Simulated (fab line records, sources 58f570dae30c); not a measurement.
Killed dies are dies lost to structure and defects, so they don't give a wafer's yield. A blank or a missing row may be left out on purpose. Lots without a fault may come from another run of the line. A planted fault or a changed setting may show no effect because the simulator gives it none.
Problem report in the 8D (eight disciplines) form, filled by code | flow berkeley_cmos170 | the parts of the form that need people (team, actions taken, sign-off) are left out

1. THE PROBLEM
SILICIDE_TI_RS at UCB170_SILICIDE_RS_MEAS_02 reads a mean of 28.1 ohm/sq on 1 wafer of 1 lot; wafers without a fault read 25.9 ohm/sq with a standard deviation of 0.4. That is +5.5 standard deviations from the usual mean.
The step: measures by four-point-probe.
First seen on wafer L422.5, day 9 17:52, on film_metro-03. The record holds 37 wafers of 13 lots with a number at this step. Rule for "out", or "out of limits": more than 4 standard deviations from the usual mean. The other wafers with a number count as sound.

2. WHAT IT IS AND WHAT IT IS NOT
question                    | is                     | is not
which readings at this step | SILICIDE_TI_RS         | -
which lots                  | L422                   | L408, L410, L411, L413, L415, L421, L425, L426, L428, L429, L430, L431
which wafers of those lots  | all that have a number | -
read on which gauges        | film_metro-03          | film_metro-02, film_metro-04
when                        | from day 9 17:52       | up to then (18 sound wafers); but 18 sound wafers of L425, L426, L428, L429, L430, L431 came after

3. SUSPECTS, AND WHAT RULES EACH OUT
Counting: a tool at a process step up to the reading stays a suspect if it ran every lot that is out and no sound lot after the first of them.
- the gauge at UCB170_SILICIDE_RS_MEAS_02: kept. All the wafers that are out were read on film_metro-03, and no step on other tools shows them out.
- rie_diel-02 at UCB170_GATE_ETCH_14 (etches BARC in N2/H2): ruled out as a lasting fault. Sound lots L426, L429, L430, L431 ran on it after its first lot that is out, L422 (day 9 03:12).
- plasma_asher-01 at UCB170_NLDD_STRIP_10 (strips in O2): ruled out as a lasting fault. Sound lots L426, L429, L430 ran on it after its first lot that is out, L422 (day 9 07:22).
- pvd_sputter-04 at UCB170_SILICIDE_SPUTTER_01 (material Ti, target thk 30 nm, time 25 s): kept. It ran the lot that is out, L422 (day 9 17:47), and no sound lot after that; its last sound lot up to then is L415 (day 8 08:32).
Left after counting: pvd_sputter-04 at UCB170_SILICIDE_SPUTTER_01, film_metro-03 at UCB170_SILICIDE_RS_MEAS_02.

4. THE CAUSE (what the simulator had put in)
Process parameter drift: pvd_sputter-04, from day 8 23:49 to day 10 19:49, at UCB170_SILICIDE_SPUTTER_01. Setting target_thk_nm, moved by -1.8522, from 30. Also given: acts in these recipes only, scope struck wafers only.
Counting left 2 suspects, and this tool is among them.

5. THE CHAIN OF EFFECTS, in route order
Each row: a reading whose mean over the struck wafers that have a number lies more than 3 standard deviations from the usual. Only readings for which the record gives a usual standard deviation are gone through. hours: the time from each lot's start at the first step in this table that gives one to its start at this step, as a median over the lots. sigmas: the change in usual standard deviations.
hours | step                        | reading         | usual       | on struck wafers | change | sigmas
0     | UCB170_SILICIDE_RS_MEAS_02  | SILICIDE_TI_RS  | 25.9 ohm/sq | 28.1             | +2.2   | +5.5
3     | UCB170_SILICIDE_THK_MEAS_03 | SILICIDE_TI_THK | 30.3 nm     | 28.1             | -2.2   | -5.2
Later measuring or inspecting steps at which every struck wafer that the step has a row for has a number for every such reading, and none has moved that far: UCB170_CONTACT_CD_MEAS_15.

6. WHAT WOULD HAVE CAUGHT IT SOONER
In this record the first reading out of limits at a measuring or inspecting step was taken at day 9 17:52, 18 hours after the fault began at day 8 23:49.
Of the tool readings at UCB170_SILICIDE_SPUTTER_01 for which the record gives a usual standard deviation, none was out on any struck wafer, so an alarm limit of 4 standard deviations on them would not have fired.
All the lots that are out (1) had begun UCB170_SILICIDE_SPUTTER_01 on pvd_sputter-04 by day 9 17:52. A hold on the tool at that time would have spared none of them.
